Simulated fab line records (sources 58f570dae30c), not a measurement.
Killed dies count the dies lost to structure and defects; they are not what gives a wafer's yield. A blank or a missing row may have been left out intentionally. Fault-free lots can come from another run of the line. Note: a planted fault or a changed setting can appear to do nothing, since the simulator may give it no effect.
Struck lot and sound lot, side by side | flow berkeleyCmos170 | 38 out of 331 route steps
Sound: these wafers, L464.1, L464.5, L464.6. Wafers L475.2, L475.3, L475.6 were the ones struck. Last of all comes the cause.
At each step with rows: each side's tool, then ch and its chambers, then its first start. Under that, the readings that differ: sound wafers | struck wafers | difference of the means | sigmas: that difference in standard deviations of wafers without a fault.
alike: readings with means less than 2 such deviations apart, plus words and numbers identical on both sides. not compared: withheld readings, readings lacking a value on some wafer, bounds such as >300 that could conceal the same value, and numbers that have no deviation in the record and whose values overlap.
A row with sigmas, a row that says differs or no value, or rows on one side alone: a step with any of these is where the two part. Numbers that have no deviation but don't overlap get no sigmas and don't part them. Lack of a reading on every wafer of one side parts them only where that side has two or more wafers.

UCB170_SPACER_CVD_00: deposits SiO2 from TEOS/O2, target thk 376 nm, time 47 s.
  sound on pecvd-04 ch 0,2, day 6 19:49; struck on pecvd-03 ch 0,1,2, day 8 11:23
  alike: heaterPowerW, pressureMtorr, susceptorTempC
UCB170_SPACER_THK_MEAS_01:
  sound on filmMetro-03 at day 6 19:51; struck on filmMetro-03 at day 8 11:26
  alike: SPACER_TEOS_THK
then, 8 steps without rows for these wafers: UCB170_SPACER_ANNEAL_02 (time 1800 s); UCB170_SPACER_ETCHBACK_03 (etches SiO2 in CHF3/CF4/Ar, stops on Si, target depth 376 nm, time 100 s); UCB170_PSD_HMDS_00 (prime time 60 s); UCB170_PSD_COAT_01 (resist thk 900 nm); UCB170_PSD_SOFTBAKE_02 (time 60 s); UCB170_PSD_EXPOSE_03 (exposes mask PSELECT MOD, target cd 1200 nm); UCB170_PSD_PEB_04; UCB170_PSD_DEVELOP_05 (develop time 45 s).
UCB170_PSD_CD_MEAS_06 targets a cd of 1200 nm.
  sound on cdSem-02 at day 7 01:16; struck on cdSem-02 at day 8 16:28
  alike: cdNm
UCB170_PSD_OVL_MEAS_07:
  sound on overlay-02 at day 7 01:23; struck on overlay-01 at day 8 16:35
  alike: PSD_OVL
UCB170_PSD_IMPLANT_08:
  sound on implanter-03 ch 0, day 7 01:26; struck on implanter-03 ch 0, day 8 16:38
UCB170_PSD_STRIP_09: strips in O2.
  sound on plasmaAsher-04 ch 0,1, day 7 01:35; struck on plasmaAsher-04 ch 0,1, day 8 16:46
  alike: drypumpMotorCurrentA, oesProductAu, stripTimeToEndpointS
  not compared: rfHoursCounterH
UCB170_PSD_TW_MEAS_10:
  sound on filmMetro-01 at day 7 01:41; struck on filmMetro-04 at day 8 16:52
  alike: PSD_TW
then, 7 steps without rows for these wafers: UCB170_PSD_CLEAN_11 (cleans in SPM, time 600 s); UCB170_NSD_HMDS_00 (prime time 60 s); UCB170_NSD_COAT_01 (resist thk 900 nm); UCB170_NSD_SOFTBAKE_02 (time 60 s); UCB170_NSD_EXPOSE_03 (exposes mask NSELECT MOD, target cd 1200 nm); UCB170_NSD_PEB_04; UCB170_NSD_DEVELOP_05 (develop time 45 s).
UCB170_NSD_CD_MEAS_06 targets a cd of 1200 nm.
  sound on cdSem-01 at day 7 06:49; struck on cdSem-01 at day 8 20:44
  alike: cdNm
UCB170_NSD_OVL_MEAS_07:
  sound on overlay-01 at day 7 06:56; struck on overlay-02 at day 8 20:51
reading      | sound    | struck  | difference | sigmas
NSD_OVL (nm) | -3 -8 -6 | 12 3 13 | +15        | +3
then, 1 step without rows for these wafers: UCB170_NSD_IMPLANT_08.
UCB170_NSD_STRIP_09: strips in O2.
  sound on plasmaAsher-03 ch 0,1, day 7 07:07; struck on plasmaAsher-01 ch 0,1, day 8 21:02
  alike: drypumpMotorCurrentA, oesProductAu, stripTimeToEndpointS
  not compared: rfHoursCounterH
UCB170_NSD_TW_MEAS_10:
  sound on filmMetro-01 at day 7 07:13; struck on filmMetro-02 at day 8 21:08
  alike: NSD_TW
then, 4 steps without rows for these wafers: UCB170_NSD_CLEAN_11 (cleans in SPM, time 600 s); UCB170_BACKSIDE_HMDS_00 (prime time 60 s); UCB170_BACKSIDE_COAT_01 (resist thk 900 nm); UCB170_BACKSIDE_SOFTBAKE_02 (time 60 s).
UCB170_BACKSIDE_STRIP_03: strips in O2.
  sound on plasmaAsher-01 ch 0,1, day 7 08:29; struck on plasmaAsher-04 ch 0,1, day 8 22:16
reading                  | sound             | struck            | difference | sigmas
stripTimeToEndpointS (s) | 21.84 21.89 21.94 | 21.99 22.03 22.08 | +0.14      | +2
  alike: drypumpMotorCurrentA, oesProductAu
  not compared: rfHoursCounterH
then, 2 steps without rows for these wafers: UCB170_BACKSIDE_CLEAN_04 (cleans in SPM, time 600 s); UCB170_SDANNEAL_RTA_00 (time 10 s).
UCB170_SDANNEAL_RTA_01: time 5 s.
  sound on rtpAnneal-02 ch 0, day 7 08:53; struck on rtpAnneal-02 ch 0, day 8 22:59
  alike: annealTempCMax, lampPowerPct, wafer_temp_C_max
UCB170_SDANNEAL_RS_MEAS_02: the measuring method here is four-point-probe.
  sound on filmMetro-02 at day 7 08:57; struck on filmMetro-01 at day 8 23:25
  alike: PSD_RS
  not compared: hold
UCB170_SDANNEAL_RS_MEAS_03: the measuring method here is four-point-probe.
  sound on filmMetro-02 at day 7 09:04; struck on filmMetro-01 at day 8 23:32
  alike: NSD_RS
UCB170_M3_PROBE_99:
  the record has rows for the struck wafers here (prober-01, day 10 00:13) and none for the sound ones

## WHERE THEY PART
At UCB170_NSD_OVL_MEAS_07 first; at UCB170_M3_PROBE_99 last (within this record only).

WHY: whatever the simulator had introduced
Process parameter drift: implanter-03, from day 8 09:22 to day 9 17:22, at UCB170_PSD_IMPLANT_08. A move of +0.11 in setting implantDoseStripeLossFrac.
